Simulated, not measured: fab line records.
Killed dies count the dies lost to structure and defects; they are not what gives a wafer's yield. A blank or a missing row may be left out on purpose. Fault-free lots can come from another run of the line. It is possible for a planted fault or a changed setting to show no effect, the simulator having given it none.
Split-lot experiment + flow rit cmos + 5 lots, 23 wafers read, on a route of 202 steps

## THE SPLIT
At RIT_NLDD_IMPLANT_08, the setting dose cm2 was moved away from the recipe's 5e+14 on 8 of the 23 wafers read, by +5.1% to +6.3%. All remaining wafers had this setting at the recipe value.

## FROM THE SPLIT TO THE READING: what the file shows between them, 8 steps
- RIT_NLDD_STRIP_09: strips in O2, time 180 s
- RIT_NLDD_TW_MEAS_10
- RIT_SPACER_CVD_03: deposits Si3N4 from SiH2Cl2/NH3, target thk 250 nm, time 3300 s (also split here: temp c)
- RIT_SPACER_THK_MEAS_04
- RIT_SPACER_ETCHBACK_05: etches Si3N4 in SF6/CHF3, stops on SiO2, target depth 250 nm, time 240 s (also split here: rf w)
- RIT_SDANNEAL_CLEAN_00: cleans in SC1, time 600 s (also split here: time s)
- RIT_SDANNEAL_CLEAN_01: cleans in dHF, time 30 s
- RIT_SDANNEAL_CLEAN_02: cleans in SC2, time 600 s

## THE READING
NLDD_RS, in ohm/sq, at RIT_SDANNEAL_RS_MEAS_07 (measures by four-point-probe). Typical for fault-free wafers on this fab line: 151.8 ohm/sq, with standard deviation 0.5 ohm/sq.

| wafer  | tool, chamber at the split | dose cm2 as run | against the recipe | NLDD_RS, ohm/sq | against lot-mates on the recipe |
|--------|----------------------------|-----------------|--------------------|-----------------|---------------------------------|
| L075.1 | implanter-04, 0            | 5.315e+14       | +6.3%              | 144.4           | -7.2                            |
| L075.2 | implanter-04, 0            | 5e+14           | recipe             | 151.7           | -                               |
| L075.3 | implanter-04, 0            | 5e+14           | recipe             | 151.4           | -                               |
| L075.5 | implanter-04, 0            | 5.315e+14       | +6.3%              | 144.8           | -6.8                            |
| L075.6 | implanter-04, 0            | 5e+14           | recipe             | 151.8           | -                               |
| L076.1 | implanter-01, 0            | 5e+14           | recipe             | 152.4           | -                               |
| L076.3 | implanter-01, 0            | 5.293e+14       | +5.9%              | 144.6           | -7.6                            |
| L076.4 | implanter-01, 0            | 5.293e+14       | +5.9%              | 145.2           | -7.0                            |
| L076.5 | implanter-01, 0            | 5e+14           | recipe             | 151.9           | -                               |
| L076.6 | implanter-01, 0            | 5.293e+14       | +5.9%              | 145.3           | -6.8                            |
| L078.1 | implanter-04, 0            | 5e+14           | recipe             | 151.5           | -                               |
| L078.2 | implanter-04, 0            | 5e+14           | recipe             | 151.0           | -                               |
| L078.3 | implanter-04, 0            | 5e+14           | recipe             | 151.3           | -                               |
| L078.5 | implanter-04, 0            | 5e+14           | recipe             | 151.5           | -                               |
| L078.6 | implanter-04, 0            | 5e+14           | recipe             | 151.1           | -                               |
| L079.1 | implanter-03, 0            | 5e+14           | recipe             | 151.6           | -                               |
| L079.4 | implanter-03, 0            | 5e+14           | recipe             | 151.9           | -                               |
| L079.5 | implanter-03, 0            | 5e+14           | recipe             | 151.7           | -                               |
| L084.1 | implanter-01, 0            | 5e+14           | recipe             | 151.7           | -                               |
| L084.2 | implanter-01, 0            | 5.256e+14       | +5.1%              | 145.3           | -6.0                            |
| L084.3 | implanter-01, 0            | 5.256e+14       | +5.1%              | 145.8           | -5.5                            |
| L084.4 | implanter-01, 0            | 5.256e+14       | +5.1%              | 145.2           | -6.1                            |
| L084.6 | implanter-01, 0            | 5e+14           | recipe             | 150.9           | -                               |

THE FIT
A straight line over all 23 wafers: NLDD_RS changes by -1.13 ohm/sq for each +1% of dose cm2; r = -0.99; the points scatter about the line by 0.38 ohm/sq.
The same after taking each lot's own level away (the mean of its wafers on the recipe; 23 wafers): -1.16 ohm/sq for each +1%; r = -1.00; scatter 0.3 ohm/sq.
On that fit, the largest move of dose cm2 shifts the reading by 7.3 ohm/sq.
Across the lots, their own levels run from 151.28 to 152.15 ohm/sq, a range of 1.7 times the standard deviation given above.
The two slopes are in agreement: the lot-to-lot level therefore moves the slope only a little.
Check: -7.35 ohm/sq against its lot-mates is what the line predicts for one of the wafers moved furthest among these (+6.3%) when that wafer is left out of the fit. Against them it came out at -7.23 ohm/sq.

## THE OTHER SPLITS THESE WAFERS WENT THROUGH
Before the reading, these wafers also passed through other splits. Each is held against what the fit with the lots' levels taken away leaves over:
| other split on the same wafers | wafers away from the commonest value | r with NLDD_RS (lot level and that fit taken away) |
|--------------------------------|--------------------------------------|----------------------------------------------------|
| RIT_SPACER_CVD_03 temp c       | 15                                   | -0.07                                              |
| RIT_SPACER_ETCHBACK_05 rf w    | 9                                    | -0.29                                              |
| RIT_SDANNEAL_CLEAN_00 time s   | 15                                   | -0.06                                              |

## THE WHOLE CHAIN: every reading that the file lists as answering this split, in the file's order
| step                    | what it does                 | reading | change (the file's fit)           | r (the file's) |
|-------------------------|------------------------------|---------|-----------------------------------|----------------|
| RIT_NLDD_TW_MEAS_10     |                              | NLDD_TW | +6.34 for each +1% of the setting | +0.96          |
| RIT_SDANNEAL_RS_MEAS_07 | measures by four-point-probe | NLDD_RS | -1.16 for each +1% of the setting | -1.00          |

## THE FILE'S OWN FIT
NLDD_RS changes by -1.16 ohm/sq for each +1% of dose cm2, r = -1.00.
